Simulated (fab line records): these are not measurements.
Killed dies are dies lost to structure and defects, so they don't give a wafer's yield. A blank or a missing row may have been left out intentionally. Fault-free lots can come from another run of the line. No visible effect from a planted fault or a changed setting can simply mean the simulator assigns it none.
Split-lot study || flow berkeleyCmos170 || 23 wafers read from 5 lots, route of 331 steps

== SPLIT DETAILS ==
At UCB170_V2_CVD_00 (deposits SiO2 from TEOS/O2, target thk 2000 nm, time 250 s), the setting timeS was moved away from the recipe's 250 s on 11 of the 23 wafers read, by -6.1% to +13.0%. All remaining wafers had this setting at the recipe value.

Between the split and the reading, the file records no step.

== THE READING ==
At UCB170_V2_THK_MEAS_01: V2_TEOS_THK, given in nm. A value of 2003 nm with a standard deviation of 29 nm is what fault-free wafers of this fab line usually give.

{"wafer": "L077.1", "tool, chamber at the split": "pecvd-03, 2", "timeS as run, s": 250, "against the recipe": "recipe", "V2_TEOS_THK, nm": 2012, "against lot-mates on the recipe": "-"}
{"wafer": "L077.2", "tool, chamber at the split": "pecvd-03, 1", "timeS as run, s": 234.8, "against the recipe": "-6.1%", "V2_TEOS_THK, nm": 1873, "against lot-mates on the recipe": -162}
{"wafer": "L077.4", "tool, chamber at the split": "pecvd-03, 1", "timeS as run, s": 234.8, "against the recipe": "-6.1%", "V2_TEOS_THK, nm": 1909, "against lot-mates on the recipe": -126}
{"wafer": "L077.5", "tool, chamber at the split": "pecvd-03, 0", "timeS as run, s": 234.8, "against the recipe": "-6.1%", "V2_TEOS_THK, nm": 1915, "against lot-mates on the recipe": -120}
{"wafer": "L077.6", "tool, chamber at the split": "pecvd-03, 2", "timeS as run, s": 250, "against the recipe": "recipe", "V2_TEOS_THK, nm": 2059, "against lot-mates on the recipe": "-"}
{"wafer": "L079.1", "tool, chamber at the split": "pecvd-01, 1", "timeS as run, s": 282.5, "against the recipe": "+13.0%", "V2_TEOS_THK, nm": 2255, "against lot-mates on the recipe": "+240"}
{"wafer": "L079.3", "tool, chamber at the split": "pecvd-01, 2", "timeS as run, s": 250, "against the recipe": "recipe", "V2_TEOS_THK, nm": 2011, "against lot-mates on the recipe": "-"}
{"wafer": "L079.4", "tool, chamber at the split": "pecvd-01, 1", "timeS as run, s": 282.5, "against the recipe": "+13.0%", "V2_TEOS_THK, nm": 2293, "against lot-mates on the recipe": "+278"}
{"wafer": "L079.5", "tool, chamber at the split": "pecvd-01, 2", "timeS as run, s": 282.5, "against the recipe": "+13.0%", "V2_TEOS_THK, nm": 2296, "against lot-mates on the recipe": "+280"}
{"wafer": "L079.6", "tool, chamber at the split": "pecvd-01, 0", "timeS as run, s": 250, "against the recipe": "recipe", "V2_TEOS_THK, nm": 2020, "against lot-mates on the recipe": "-"}
{"wafer": "L078.1", "tool, chamber at the split": "pecvd-02, 0", "timeS as run, s": 250, "against the recipe": "recipe", "V2_TEOS_THK, nm": 1986, "against lot-mates on the recipe": "-"}
{"wafer": "L078.2", "tool, chamber at the split": "pecvd-02, 2", "timeS as run, s": 236.1, "against the recipe": "-5.6%", "V2_TEOS_THK, nm": 1877, "against lot-mates on the recipe": -122}
{"wafer": "L078.4", "tool, chamber at the split": "pecvd-02, 0", "timeS as run, s": 236.1, "against the recipe": "-5.6%", "V2_TEOS_THK, nm": 1902, "against lot-mates on the recipe": -97}
{"wafer": "L078.5", "tool, chamber at the split": "pecvd-02, 1", "timeS as run, s": 250, "against the recipe": "recipe", "V2_TEOS_THK, nm": 1986, "against lot-mates on the recipe": "-"}
{"wafer": "L078.6", "tool, chamber at the split": "pecvd-02, 2", "timeS as run, s": 250, "against the recipe": "recipe", "V2_TEOS_THK, nm": 2025, "against lot-mates on the recipe": "-"}
{"wafer": "L081.1", "tool, chamber at the split": "pecvd-02, 0", "timeS as run, s": 236.2, "against the recipe": "-5.5%", "V2_TEOS_THK, nm": 1866, "against lot-mates on the recipe": -110}
{"wafer": "L081.2", "tool, chamber at the split": "pecvd-02, 1", "timeS as run, s": 250, "against the recipe": "recipe", "V2_TEOS_THK, nm": 1953, "against lot-mates on the recipe": "-"}
{"wafer": "L081.3", "tool, chamber at the split": "pecvd-02, 2", "timeS as run, s": 236.2, "against the recipe": "-5.5%", "V2_TEOS_THK, nm": 1848, "against lot-mates on the recipe": -128}
{"wafer": "L081.4", "tool, chamber at the split": "pecvd-02, 0", "timeS as run, s": 236.2, "against the recipe": "-5.5%", "V2_TEOS_THK, nm": 1878, "against lot-mates on the recipe": -98}
{"wafer": "L081.5", "tool, chamber at the split": "pecvd-02, 2", "timeS as run, s": 250, "against the recipe": "recipe", "V2_TEOS_THK, nm": 2000, "against lot-mates on the recipe": "-"}
{"wafer": "L085.3", "tool, chamber at the split": "pecvd-01, 2", "timeS as run, s": 250, "against the recipe": "recipe", "V2_TEOS_THK, nm": 1957, "against lot-mates on the recipe": "-"}
{"wafer": "L085.5", "tool, chamber at the split": "pecvd-01, 1", "timeS as run, s": 250, "against the recipe": "recipe", "V2_TEOS_THK, nm": 2008, "against lot-mates on the recipe": "-"}
{"wafer": "L085.6", "tool, chamber at the split": "pecvd-01, 2", "timeS as run, s": 250, "against the recipe": "recipe", "V2_TEOS_THK, nm": 2005, "against lot-mates on the recipe": "-"}

THE FIT
A straight line over all 23 wafers: V2_TEOS_THK changes by +21.2 nm for each +1% of timeS; r = +0.98; the points scatter about the line by 27 nm.
The same after taking each lot's own level away (the mean of its wafers on the recipe; 23 wafers): +20.7 nm for each +1%; r = +0.99; scatter 20 nm.
Per that fit: largest timeS move, reading shift of 2.7e+02 nm.
From 1976.5 to 2035.5 nm: that is the span of the lots' own levels, equal to 2.0 times the standard deviation above.
The two slopes are in agreement: the lot-to-lot level therefore moves the slope only a little.
Check: +278 nm against its lot-mates is what the line predicts for one of the wafers moved furthest among these (+13.0%) when that wafer is left out of the fit. It came out at +240 nm against them.

== THE WHOLE CHAIN: every reading that the file lists as answering this split, in the file's order ==
{"step": "UCB170_V2_CVD_00", "what it does": "deposits SiO2 from TEOS/O2, target thk 2000 nm, time 250 s", "reading": "SiO2_of_V2_CVD_00.thkNm (the simulator's own value, which no gauge read)", "change (the file's fit)": "+20.6 nm for each +1% of the setting", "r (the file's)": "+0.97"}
{"step": "UCB170_V2_THK_MEAS_01", "what it does": "", "reading": "V2_TEOS_THK", "change (the file's fit)": "+20.6 for each +1% of the setting", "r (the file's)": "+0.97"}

== THE FILE'S OWN FIT ==
V2_TEOS_THK changes by +20.6 nm for each +1% of timeS, r = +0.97.
